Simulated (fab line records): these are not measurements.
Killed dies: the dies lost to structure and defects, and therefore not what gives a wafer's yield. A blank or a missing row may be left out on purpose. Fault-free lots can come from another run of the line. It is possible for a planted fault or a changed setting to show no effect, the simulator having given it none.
Problem report in the 8D (eight disciplines) form, filled by code / flow ritCmos / the parts of the form that need people (team, actions taken, sign-off) are left out

1. THE PROBLEM
Wafers free of any fault read 479.0 (standard deviation 2.2) for PRETRO_TW at RIT_PRETRO_TW_MEAS_10, against a mean of 459.0 on 6 wafers of 2 lots. That is -9.1 standard deviations from the usual mean.
The first sign was on wafer L642.2 at day 6 15:53, on filmMetro-04. The record has a number at this step for 42 wafers belonging to 14 lots. The rule behind "out" and "out of limits": a value lying over 4 standard deviations away from the usual mean. All remaining wafers that have a number are taken as sound.

2. WHAT IT IS; WHAT IT IS NOT
question=which readings at this step | is=PRETRO_TW | is not=-
question=which lots | is=L642, L643 | is not=L622, L623, L624, L625, L627, L632, L633, L634, L636, L638, L644, L645
question=which wafers of those lots | is=all that have a number | is not=-
question=read on which gauges | is=filmMetro-03, filmMetro-04 | is not=filmMetro-01
question=when | is=from day 6 15:53 | is not=up to then (30 sound wafers); but 6 sound wafers of L644, L645 came after

3. WHAT RULES OUT EACH SUSPECT
Counting: a tool stays on the suspect list if, at a process step up to the reading, it processed all lots that are out and no sound lot following the first of them.
- the gauge at RIT_PRETRO_TW_MEAS_10 has been ruled out. Those wafers that are out were read across 2 gauges (filmMetro-03, filmMetro-04).
- plasmaAsher-03 at RIT_NWELL_STRIP_09 (strips in O2, time 180 s): ruled out as a lasting fault. Sound lots L644 ran on it after its first lot that is out, L642 (day 6 04:50).
- implanter-04 at RIT_PRETRO_IMPLANT_08: kept. It ran every lot that is out, first L642 (day 6 15:35), and no sound lot after that; its last sound lot up to then is L638 (day 5 18:57). Its own doseIonsCm2, faradayCurrentUA readings are out on those wafers.
After counting, what remains is implanter-04 at RIT_PRETRO_IMPLANT_08.

4. THE CAUSE (what the simulator had put in)
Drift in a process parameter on implanter-04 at RIT_PRETRO_IMPLANT_08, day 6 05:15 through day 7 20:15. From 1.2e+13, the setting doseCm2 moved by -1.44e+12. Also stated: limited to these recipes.
Only this tool survived the counting.

5. THE EFFECT CHAIN, in route order
One row per reading whose mean, taken over the struck wafers that have a number, lies over 3 standard deviations from the usual. Scope: only readings with a usual standard deviation given in the record; hours: median across lots of the time from each lot's start at the first step in this table that gives one to its start at this step; sigmas: change in usual standard deviations.
hours=0; step=RIT_PRETRO_IMPLANT_08; reading=doseIonsCm2; usual=1.2002e+13; on struck wafers=1.0565e+13; change=-1.4373e+12; sigmas=-99 or more
hours=0; step=RIT_PRETRO_IMPLANT_08; reading=faradayCurrentUA; usual=38.1; on struck wafers=33.5; change=-4.6; sigmas=-6.0
hours=0; step=RIT_PRETRO_TW_MEAS_10; reading=PRETRO_TW; usual=479.0; on struck wafers=459.0; change=-20.0; sigmas=-9.1
The process steps in it:
- RIT_PRETRO_IMPLANT_08
At these later measuring or inspecting steps, every struck wafer for which the step has a row has a number for every such reading, and none has moved that far: RIT_NLDD_OVL_MEAS_06.

6. HOW IT WOULD HAVE BEEN CAUGHT EARLIER
In this record the first reading out of limits at a measuring or inspecting step was taken at day 6 15:53, 11 hours after the fault began at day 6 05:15.
The tool's own readings at RIT_PRETRO_IMPLANT_08 were out on every struck wafer that the step has a row for (doseIonsCm2, faradayCurrentUA): an alarm limit on them would have fired on the first of those.
Lots out: 2; of these, L643 started RIT_PRETRO_IMPLANT_08 on implanter-04 after day 6 15:53. It would have been spared by a hold on the tool at that moment.
